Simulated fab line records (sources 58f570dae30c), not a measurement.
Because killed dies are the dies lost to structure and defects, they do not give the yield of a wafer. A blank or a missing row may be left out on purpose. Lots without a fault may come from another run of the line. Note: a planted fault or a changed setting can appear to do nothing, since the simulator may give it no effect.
Chamber matching + flow berkeley_cmos170 + UCB170_V1_CMP_02 on cmp-01: 4 sister chambers
The step polishes SiO2. 16 wafers are shown with their chamber, then 8 later ones without.

EACH WAFER AND ITS CHAMBER
| wafer  | chamber | motor_current_A (A) |
|--------|---------|---------------------|
| L381.3 | 3       | 16.8                |
| L381.5 | 3       | 17.3                |
| L381.6 | 0       | 14.1                |
| L377.2 | 2       | 19.0                |
| L377.4 | 1       | 17.9                |
| L377.6 | 3       | 16.7                |
| L379.2 | 0       | 14.1                |
| L379.4 | 3       | 17.8                |
| L379.6 | 0       | 14.6                |
| L385.1 | 1       | 17.8                |
| L385.5 | 3       | 18.2                |
| L385.6 | 2       | 19.2                |
| L392.1 | 1       | 17.9                |
| L392.3 | 0       | 14.2                |
| L392.5 | 3       | 17.4                |
| L393.1 | 0       | 14.3                |

SIGNATURES (averages over the wafers above)
| reading         | chamber 0 | chamber 1 | chamber 2 | chamber 3 | scatter within a chamber |
|-----------------|-----------|-----------|-----------|-----------|--------------------------|
| motor_current_A | 14.260    | 17.867    | 19.100    | 17.367    | 0.393                    |
Rule: a wafer lies at a distance from a chamber equal to the root of the sum of squares, over the readings, of (its reading less the chamber's mean, divided by the reading's scatter). If the next closest chamber is less than 2 further off than the closest, the wafer can't be placed; otherwise it belongs to the closest. The scatter: take each reading less its chamber's mean, square it, sum over the shown wafers, divide by the number of wafers less the number of chambers, and take the root.

WAFERS WITHOUT THEIR CHAMBER
| wafer  | motor_current_A (A) |
|--------|---------------------|
| L393.4 | 19.0                |
| L393.5 | 17.0                |
| L398.1 | 18.5                |
| L398.4 | 13.6                |
| L398.5 | 17.8                |
| L399.2 | 18.5                |
| L399.3 | 13.8                |
| L399.5 | 17.8                |

EACH ONE'S CHAMBER
| wafer  | from the rows above          | in truth |
|--------|------------------------------|----------|
| L393.4 | 2                            | 2        |
| L393.5 | can't be placed: 3 or 1      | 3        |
| L398.1 | can't be placed: 2 or 1 or 3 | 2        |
| L398.4 | 0                            | 0        |
| L398.5 | can't be placed: 1 or 3      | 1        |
| L399.2 | can't be placed: 2 or 1 or 3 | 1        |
| L399.3 | 0                            | 0        |
| L399.5 | can't be placed: 1 or 3      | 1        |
Correctly placed: 3 of 8. Not placeable from these rows: 5 (in 5, the candidates include the true chamber). Number placed wrongly: 0.
